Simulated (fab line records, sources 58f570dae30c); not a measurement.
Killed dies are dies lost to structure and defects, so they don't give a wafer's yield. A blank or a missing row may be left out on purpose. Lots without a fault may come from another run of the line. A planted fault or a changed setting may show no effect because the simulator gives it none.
Tool commonality check | flow berkeley_cmos170 | 14 lots, 42 wafers sampled

WHY IT WAS OPENED
At UCB170_SILICIDE_RS_MEAS_02 the reading SILICIDE_TI_RS is flagged on 2 of 14 lots. Wafers without a fault read 26.3 ohm/sq, standard deviation 0.45.
Rule: a lot is flagged when every wafer of it that has a number lies more than 4 standard deviations from that mean, or none has a number. The other lots count as sound.

lot  | measured     | on            | SILICIDE_TI_RS (ohm/sq), wafer by wafer | flag
L960 | day 7 07:50  | film_metro-01 | 26.5 26.0 26.0                          |
L961 | day 7 08:40  | film_metro-01 | 26.7 26.8 26.5                          |
L962 | day 7 21:01  | film_metro-04 | 26.6 26.6 26.5                          |
L966 | day 8 09:09  | film_metro-04 | 27.0 26.7 26.8                          |
L965 | day 8 09:14  | film_metro-01 | 25.8 26.0 25.9                          |
L967 | day 8 21:44  | film_metro-02 | 25.9 25.9 25.9                          |
L969 | day 9 08:10  | film_metro-04 | 26.7 26.4 26.8                          |
L968 | day 9 08:23  | film_metro-02 | 26.7 26.7 26.4                          |
L971 | day 9 08:31  | film_metro-04 | 25.9 25.7 26.5                          |
L972 | day 9 08:42  | film_metro-02 | 26.2 26.5 26.2                          |
L974 | day 9 22:46  | film_metro-01 | 25.7 25.5 25.4                          |
L977 | day 9 23:42  | film_metro-04 | 12.0 12.0 11.9                          | FLAGGED
L982 | day 10 21:14 | film_metro-04 | 26.4 26.4 26.3                          |
L980 | day 11 02:49 | film_metro-02 | 12.0 12.1 11.8                          | FLAGGED
The numbers of the flagged lots are 12.0 ohm/sq on average: -14.3 ohm/sq against the usual, or -32 standard deviations.

WHICH TOOL RAN EACH LOT
The record holds 2 process steps before the reading, out of a route of 331 steps. In each cell: the tool, then ch and the chambers that the sampled wafers went through, then the start.
lot  | flag    | UCB170_PSD_STRIP_09                  | UCB170_SILICIDE_SPUTTER_01
L960 |         | plasma_asher-04 ch 0,1, day 7 04:06  | pvd_sputter-02, day 7 07:49
L961 |         | plasma_asher-02 ch 0,1, day 7 04:17  | pvd_sputter-04, day 7 08:38
L962 |         | plasma_asher-02 ch 0,1, day 7 15:32  | pvd_sputter-04, day 7 20:59
L966 |         | plasma_asher-02 ch 0,1, day 8 04:36  | pvd_sputter-04, day 8 08:59
L965 |         | plasma_asher-02 ch 0,1, day 8 04:51  | pvd_sputter-03, day 8 09:12
L967 |         | plasma_asher-03 ch 0,1, day 8 17:52  | pvd_sputter-03, day 8 21:42
L969 |         | plasma_asher-02 ch 1, day 9 03:41    | pvd_sputter-04, day 9 08:01
L968 |         | plasma_asher-04 ch 0,1, day 9 03:44  | pvd_sputter-03, day 9 08:11
L971 |         | plasma_asher-03 ch 0,1, day 9 03:58  | pvd_sputter-02, day 9 08:28
L972 |         | plasma_asher-04 ch 0,1, day 9 04:14  | pvd_sputter-03, day 9 08:40
L974 |         | plasma_asher-02 ch 0,1, day 9 17:44  | pvd_sputter-02, day 9 22:40
L977 | FLAGGED | plasma_asher-02 ch 0,1, day 9 18:01  | pvd_sputter-03, day 9 23:28
L982 |         | plasma_asher-02 ch 0,1, day 10 17:28 | pvd_sputter-03, day 10 21:11
L980 | FLAGGED | plasma_asher-02 ch 0,1, day 10 23:07 | pvd_sputter-04, day 11 02:34
What these steps do:
- UCB170_PSD_STRIP_09: strips in O2.
- UCB170_SILICIDE_SPUTTER_01: material Ti, target thk 30 nm, time 25 s.
- UCB170_SILICIDE_RS_MEAS_02: measures by four-point-probe.

FLAGGED OVER TOTAL, TOOL BY TOOL (the gauges that took the reading come last)
step                       | tool            | lots run | flagged | share of the flagged lots | sound lots run after its first flagged lot
UCB170_PSD_STRIP_09        | plasma_asher-02 | 9        | 2       | all                       | 1 (L982)
UCB170_PSD_STRIP_09        | plasma_asher-03 | 2        | 0       | none                      | -
UCB170_PSD_STRIP_09        | plasma_asher-04 | 3        | 0       | none                      | -
UCB170_SILICIDE_SPUTTER_01 | pvd_sputter-02  | 3        | 0       | none                      | -
UCB170_SILICIDE_SPUTTER_01 | pvd_sputter-03  | 6        | 1       | some                      | 1 (L982)
UCB170_SILICIDE_SPUTTER_01 | pvd_sputter-04  | 5        | 1       | some                      | 0
UCB170_SILICIDE_RS_MEAS_02 | film_metro-01   | 4        | 0       | none                      | -
UCB170_SILICIDE_RS_MEAS_02 | film_metro-02   | 4        | 1       | some                      | 0
UCB170_SILICIDE_RS_MEAS_02 | film_metro-04   | 6        | 1       | some                      | 1 (L982)

WHAT THE TABLE ALLOWS
1 row of the table ran every flagged lot: plasma_asher-02 at UCB170_PSD_STRIP_09.
- plasma_asher-02 at UCB170_PSD_STRIP_09: 2 of its 9 lots flagged. Sound lots ran on it after the first flagged one (L982), which a lasting fault on the whole tool wouldn't allow.
No row of the table ran every flagged lot and no sound lot after the first.

WHAT THE SIMULATOR HAD PUT IN
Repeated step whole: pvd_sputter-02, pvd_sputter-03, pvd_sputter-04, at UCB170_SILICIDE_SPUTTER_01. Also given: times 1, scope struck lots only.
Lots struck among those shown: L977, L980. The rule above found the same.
